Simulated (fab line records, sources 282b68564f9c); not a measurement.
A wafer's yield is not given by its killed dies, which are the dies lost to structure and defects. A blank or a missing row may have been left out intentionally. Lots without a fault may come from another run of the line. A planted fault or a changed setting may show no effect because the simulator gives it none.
2 desks, one fault | flow rit-cmos | every desk sees just its own numbers, and what lay behind them comes last

DESK OF THE TOOL OWNER: litho-track-04
The tool's own readings at RIT_M1_DEVELOP_08 (develop time 64.68 s): means of the sampled wafers that have a number, for each lot that ran on this tool. Marked OUT: a lot whose mean sits more than 4 standard deviations from the usual mean, which makes it out of limits; the brackets give that distance.
Columns: A = developer-temp-C at RIT_M1_DEVELOP_08, usual 22.99 C
lot  | first seen here | A
L573 | day 3 09:00     | 23.15
L574 | day 3 11:00     | 22.98
L578 | day 4 09:00     | 22.88
L582 | day 5 02:00     | 22.92
L585 | day 5 21:00     | 23.70 (+6.4) OUT
L590 | day 6 20:00     | 23.58 (+5.4) OUT
This desk finds L585, L590 out of limits, L585 being first, at day 5 21:00 (developer-temp-C at RIT_M1_DEVELOP_08). Within limits: L573, L574, L578, L582.

THE METROLOGY DESK
Lot by lot, what the gauges showed, no matter which tool ran the lot: averages of those sampled wafers that carry a number. Marked OUT: a lot whose mean sits more than 4 standard deviations from the usual mean, which makes it out of limits; the brackets give that distance.
Columns: A = cd-nm at RIT_CONTACT_CD_MEAS_90, usual 999.8 nm
lot  | first seen here | A
L573 | day 3 07:27     | 1002.1
L574 | day 3 09:30     | 1001.6
L575 | day 3 13:38     | 1005.3
L576 | day 3 19:17     | 1000.1
L577 | day 3 23:45     | 997.0
L578 | day 4 07:21     | 999.6
L579 | day 4 10:37     | 1000.5
L581 | day 4 19:46     | 999.9
L582 | day 5 00:53     | 1000.1
L585 | day 5 19:56     | 997.5
L588 | day 6 08:41     | 1001.0
L590 | day 6 18:29     | 1002.0
L591 | day 6 22:13     | 999.7
L592 | day 7 04:21     | 1000.3
Finding of this desk: none of the 14 lots has anything out of limits.

TAKEN TOGETHER
The tool owner's desk had the chance to raise an alarm at day 5 21:00 on L585, L590.
The metrology desk saw nothing out of limits.
The metrology desk holds a record of L585, L590, inside its limits.
The lots listed all ran RIT_M1_DEVELOP_08 on litho-track-04.

WHAT THE SIMULATOR PUT IN
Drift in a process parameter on litho-track-04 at RIT_M1_DEVELOP_08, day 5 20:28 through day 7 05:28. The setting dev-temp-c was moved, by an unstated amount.
Struck lots among those shown: L585, L590.
Hours from the fault's start to each desk's first reading out of limits: the tool owner's desk, 1.
